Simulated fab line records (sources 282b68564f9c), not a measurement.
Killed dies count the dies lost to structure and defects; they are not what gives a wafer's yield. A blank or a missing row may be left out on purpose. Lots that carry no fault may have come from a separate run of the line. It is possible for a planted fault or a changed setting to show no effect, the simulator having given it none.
Lot-split experiment | flow ritCmos | 23 wafers read from 5 lots, route of 202 steps

== THE SPLIT ==
At RIT_PWELL_IMPLANT_08, the setting doseCm2 was moved away from the recipe's 7e+13 on 11 of the 23 wafers read, by -3.3% to +4.1%. The other wafers ran this setting at the recipe's value.

== FROM THE SPLIT TO THE READING: what the file shows between them, 2 steps ==
- RIT_PWELL_STRIP_09: strips in O2, time 180 s
- RIT_WELLDRIVE_ANNEAL_00: time 14700 s

== THE READING ==
PWELL_RS, in ohm/sq, at RIT_WELLDRIVE_RS_MEAS_02 (measures by four-point-probe). Typical for fault-free wafers on this fab line: 429.3 ohm/sq, with standard deviation 1.3 ohm/sq.

wafer  | tool, chamber at the split | doseCm2 as run | against the recipe | PWELL_RS, ohm/sq | against lot-mates on the recipe
L074.2 | implanter-03, 0            | 7e+13          | recipe             | 430.2            | -
L074.3 | implanter-03, 0            | 7.287e+13      | +4.1%              | 418.6            | -10.8
L074.4 | implanter-03, 0            | 7.287e+13      | +4.1%              | 418.8            | -10.6
L074.5 | implanter-03, 0            | 7e+13          | recipe             | 428.6            | -
L074.6 | implanter-03, 0            | 7.287e+13      | +4.1%              | 418.6            | -10.8
L075.2 | implanter-03, 0            | 7e+13          | recipe             | 430.0            | -
L075.3 | implanter-03, 0            | 7.134e+13      | +1.9%              | 425.4            | -5.3
L075.4 | implanter-03, 0            | 7.134e+13      | +1.9%              | 427.0            | -3.7
L075.5 | implanter-03, 0            | 7e+13          | recipe             | 431.4            | -
L075.6 | implanter-03, 0            | 7.134e+13      | +1.9%              | 426.7            | -4.0
L076.1 | implanter-01, 0            | 7e+13          | recipe             | 428.8            | -
L076.2 | implanter-01, 0            | 7e+13          | recipe             | 427.6            | -
L076.4 | implanter-01, 0            | 6.768e+13      | -3.3%              | 437.7            | +9.5
L076.5 | implanter-01, 0            | 6.768e+13      | -3.3%              | 437.1            | +8.9
L076.6 | implanter-01, 0            | 6.768e+13      | -3.3%              | 436.7            | +8.5
L077.2 | implanter-02, 0            | 7e+13          | recipe             | 429.7            | -
L077.3 | implanter-02, 0            | 6.815e+13      | -2.6%              | 437.4            | +7.8
L077.4 | implanter-02, 0            | 6.815e+13      | -2.6%              | 437.2            | +7.6
L077.5 | implanter-02, 0            | 7e+13          | recipe             | 430.2            | -
L077.6 | implanter-02, 0            | 7e+13          | recipe             | 428.9            | -
L082.1 | implanter-02, 0            | 7e+13          | recipe             | 428.2            | -
L082.4 | implanter-02, 0            | 7e+13          | recipe             | 429.2            | -
L082.5 | implanter-02, 0            | 7e+13          | recipe             | 429.0            | -

FIT RESULTS
A straight line over all 23 wafers: PWELL_RS changes by -2.48 ohm/sq for each +1% of doseCm2; r = -0.98; the points scatter about the line by 1.1 ohm/sq.
The same after taking each lot's own level away (the mean of its wafers on the recipe; 23 wafers): -2.65 ohm/sq for each +1%; r = -0.99; scatter 0.63 ohm/sq.
The reading moves by 11 ohm/sq for the largest change in doseCm2, on that fit.
From 428.20 to 430.70 ohm/sq: that is the span of the lots' own levels, equal to 1.9 times the standard deviation above.
The two slopes are in agreement: the lot-to-lot level therefore moves the slope only a little.
Check: with one of the wafers moved furthest among these (+4.1%) left out of the fit, the line predicts -10.6 ohm/sq for it against its lot-mates. It came out at -10.8 ohm/sq against them.

== FURTHER SPLITS ON THESE WAFERS ==
Note: prior to the reading, these wafers also went through further splits. Each is held against what the fit with the lots' levels taken away leaves over:
other split on the same wafers    | wafers away from the commonest value | r with PWELL_RS (lot level and that fit taken away)
RIT_ACTIVE_CVD_03 pressureMtorr   | 18                                   | +0.20
RIT_NWELL_COAT_01 resistThkNm     | 6                                    | -0.04
RIT_NWELL_DEVELOP_05 developTimeS | 9                                    | -0.06

== THE FILE'S OWN FIT ==
PWELL_RS changes by -2.66 ohm/sq for each +1% of doseCm2, r = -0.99.
